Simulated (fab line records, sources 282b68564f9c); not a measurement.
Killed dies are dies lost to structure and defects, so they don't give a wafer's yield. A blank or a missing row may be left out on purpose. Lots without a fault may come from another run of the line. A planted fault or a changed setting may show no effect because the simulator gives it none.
One fault seen from 2 desks | flow rit_cmos | each desk has only its own numbers; what lay behind them comes last

THE TOOL OWNER'S DESK: implanter-02
The tool's own readings at RIT_PLDD_IMPLANT_08: means of the sampled wafers that have a number, for each lot that ran on this tool. A lot is out of limits, marked OUT, if its mean lies more than 4 standard deviations from the usual mean; the brackets give that distance.
Columns: A = dose_ions_cm2 at RIT_PLDD_IMPLANT_08, usual 8.999e+14; B = end_station_pressure_torr at RIT_PLDD_IMPLANT_08, usual 7.3e-06 Torr; C = faraday_current_uA at RIT_PLDD_IMPLANT_08, usual 2821
lot  | first seen here | A                           | B       | C
L484 | day 3 04:44     | 9.004e+14                   | 7.4e-06 | 2818
L487 | day 3 21:05     | 9.007e+14                   | 7.4e-06 | 2823
L492 | day 4 22:26     | 8.999e+14                   | 7.4e-06 | 2802
L495 | day 5 13:35     | 1.499e+15 (+99 or more) OUT | 8.7e-06 | 4692 (+36) OUT
L496 | day 5 20:55     | 1.499e+15 (+99 or more) OUT | 8.2e-06 | 4770 (+37) OUT
This desk's finding: out of limits on L495, L496; first on L495, day 5 13:35 (dose_ions_cm2 at RIT_PLDD_IMPLANT_08). In limits: L484, L487, L492.

THE METROLOGY DESK
What the gauges read, lot by lot, whatever tool the lot ran on: means of the sampled wafers that have a number. A lot is out of limits, marked OUT, if its mean lies more than 4 standard deviations from the usual mean; the brackets give that distance.
Columns: A = PLDD_TW at RIT_PLDD_TW_MEAS_10, usual 2337; B = PLDD_RS at RIT_SDANNEAL_RS_MEAS_06, usual 178.8 ohm/sq
lot  | first seen here | A              | B
L482 | day 2 21:46     | 2367           | 178.6
L483 | day 3 00:11     | 2307           | 178.8
L484 | day 3 05:04     | 2370           | 178.7
L485 | day 3 11:58     | 2336           | 178.3
L487 | day 3 21:24     | 2366           | 178.9
L488 | day 4 03:29     | 2355           | 179.3
L492 | day 4 22:46     | 2290           | 178.8
L493 | day 5 04:05     | 2361           | 178.8
L495 | day 5 13:55     | 2593 (+11) OUT | 155.9 (-52) OUT
L496 | day 5 21:15     | 2626 (+13) OUT | 156.0 (-52) OUT
L500 | day 6 16:05     | 2346           | 178.7
L501 | day 6 19:38     | 2350           | 179.6
L504 | day 7 12:28     | 2360           | 179.4
L505 | day 7 20:38     | 2323           | 178.6
This desk's finding: out of limits on L495, L496; first on L495, day 5 13:55 (PLDD_TW at RIT_PLDD_TW_MEAS_10). In limits: L482, L483, L484, L485, L487, L488, L492, L493, L500, L501, L504, L505.

PUT TOGETHER
The tool owner's desk could have raised an alarm at day 5 13:35, on L495, L496.
The metrology desk could have raised an alarm at day 5 13:55, on L495, L496.
Of the lots named, all ran RIT_PLDD_IMPLANT_08 on implanter-02.

WHAT THE SIMULATOR HAD PUT IN
Process parameter drift: implanter-02, from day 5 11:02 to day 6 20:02, at RIT_PLDD_IMPLANT_08. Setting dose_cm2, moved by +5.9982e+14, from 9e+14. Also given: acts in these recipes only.
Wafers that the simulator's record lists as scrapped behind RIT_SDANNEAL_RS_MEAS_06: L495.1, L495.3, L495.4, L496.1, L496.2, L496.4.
Lots struck among those shown: L495, L496.
Hours from the fault's start to each desk's first reading out of limits: the tool owner's desk, 3; the metrology desk, 3.
